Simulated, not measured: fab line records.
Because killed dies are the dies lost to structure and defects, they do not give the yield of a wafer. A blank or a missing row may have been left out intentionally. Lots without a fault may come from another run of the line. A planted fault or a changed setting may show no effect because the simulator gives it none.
Split-lot experiment    flow berkeley_cmos170    on a route of 331 steps: 5 lots, 23 wafers read

## ON THE SPLIT
At UCB170_ACTIVE_PEB_11, the setting peb_temp_c was moved away from the recipe's 130 C on 11 of the 23 wafers read, by -2.5% to +2.3%. All remaining wafers had this setting at the recipe value.

## FROM THE SPLIT TO THE READING: what the file shows between them, 4 steps
- UCB170_ACTIVE_DEVELOP_12: develop time 45 s
- UCB170_ACTIVE_CD_MEAS_13: target cd 1200 nm
- UCB170_ACTIVE_ETCH_15: etches Si3N4 in CH3F/Ar/O2, stops on SiO2, target depth 242 nm, time 151 s
- UCB170_ACTIVE_STRIP_16: strips in O2

## THE READING
cd_nm, in nm, at UCB170_ACTIVE_CD_MEAS_90 (target cd 1200 nm). Typical for fault-free wafers on this fab line: 1200.3 nm, with standard deviation 1.4 nm.

wafer   tool, chamber at the split  peb_temp_c as run, C  against the recipe  cd_nm, nm  against lot-mates on the recipe
L076.1  litho_track-04, 0           127                   -2.3%               1221.1     +21.1
L076.3  litho_track-04, 0           127                   -2.3%               1221.9     +21.9
L076.4  litho_track-04, 0           130                   recipe              1200.4     -
L076.5  litho_track-04, 0           130                   recipe              1199.0     -
L076.6  litho_track-04, 0           130                   recipe              1200.6     -
L078.2  litho_track-03, 0           126.7                 -2.5%               1225.0     +25.2
L078.3  litho_track-03, 0           130                   recipe              1199.8     -
L078.4  litho_track-03, 0           130                   recipe              1199.8     -
L078.5  litho_track-03, 0           126.7                 -2.5%               1223.8     +24.0
L078.6  litho_track-03, 0           126.7                 -2.5%               1225.7     +25.9
L082.2  litho_track-04, 0           130                   recipe              1200.5     -
L082.3  litho_track-04, 0           130                   recipe              1198.6     -
L082.4  litho_track-04, 0           126.8                 -2.5%               1223.8     +24.2
L082.5  litho_track-04, 0           126.8                 -2.5%               1224.4     +24.9
L082.6  litho_track-04, 0           126.8                 -2.5%               1225.1     +25.5
L081.1  litho_track-03, 0           130                   recipe              1202.9     -
L081.4  litho_track-03, 0           130                   recipe              1204.4     -
L081.6  litho_track-03, 0           130                   recipe              1203.6     -
L085.1  litho_track-04, 0           133                   +2.3%               1181.2     -18.0
L085.2  litho_track-04, 0           130                   recipe              1199.6     -
L085.3  litho_track-04, 0           133                   +2.3%               1181.4     -17.8
L085.4  litho_track-04, 0           133                   +2.3%               1181.6     -17.6
L085.5  litho_track-04, 0           130                   recipe              1198.8     -

THE FIT
A straight line over all 23 wafers: cd_nm changes by -9.08 nm for each +1% of peb_temp_c; r = -0.99; the points scatter about the line by 1.6 nm.
The same after taking each lot's own level away (the mean of its wafers on the recipe; 23 wafers): -9.1 nm for each +1%; r = -1.00; scatter 1.4 nm.
On that fit, the largest move of peb_temp_c shifts the reading by 23 nm.
The span of the lots' own levels, 1199.20 to 1203.63 nm, comes to 3.2 times the standard deviation stated above.
Hence the lot-to-lot level has little effect on the slope; both slopes agree.
Check: +24 nm against its lot-mates is what the line predicts for one of the wafers moved furthest among these (-2.5%) when that wafer is left out of the fit. It came out at +25.2 nm against them.

## THE OTHER SPLITS THESE WAFERS WENT THROUGH
Before the reading, these wafers also passed through other splits. Each is held against what the fit with the lots' levels taken away leaves over:
other split on the same wafers    wafers away from the commonest value  r with cd_nm (lot level and that fit taken away)
UCB170_PWELL_OXIDATION_02 temp_c  10                                    +0.38
UCB170_PWELL_COAT_08 spin_rpm     5                                     +0.03
UCB170_ACTIVE_CVD_05 temp_c       15                                    -0.15

## THE WHOLE CHAIN: every reading that the file lists as answering this split, in the file's order
step                      what it does                                                                reading                                                        change (the file's fit)               r (the file's)
UCB170_ACTIVE_CD_MEAS_13  target cd 1200 nm                                                           cd_nm                                                          -9.31 nm for each +1% of the setting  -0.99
UCB170_ACTIVE_ETCH_15     etches Si3N4 in CH3F/Ar/O2, stops on SiO2, target depth 242 nm, time 151 s  ACTIVE.cd_nm (the simulator's own value, which no gauge read)  -9.34 nm for each +1% of the setting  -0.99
UCB170_ACTIVE_CD_MEAS_90  target cd 1200 nm                                                           cd_nm                                                          -9.31 nm for each +1% of the setting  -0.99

## THE FILE'S OWN FIT
cd_nm changes by -9.31 nm for each +1% of peb_temp_c, r = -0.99.
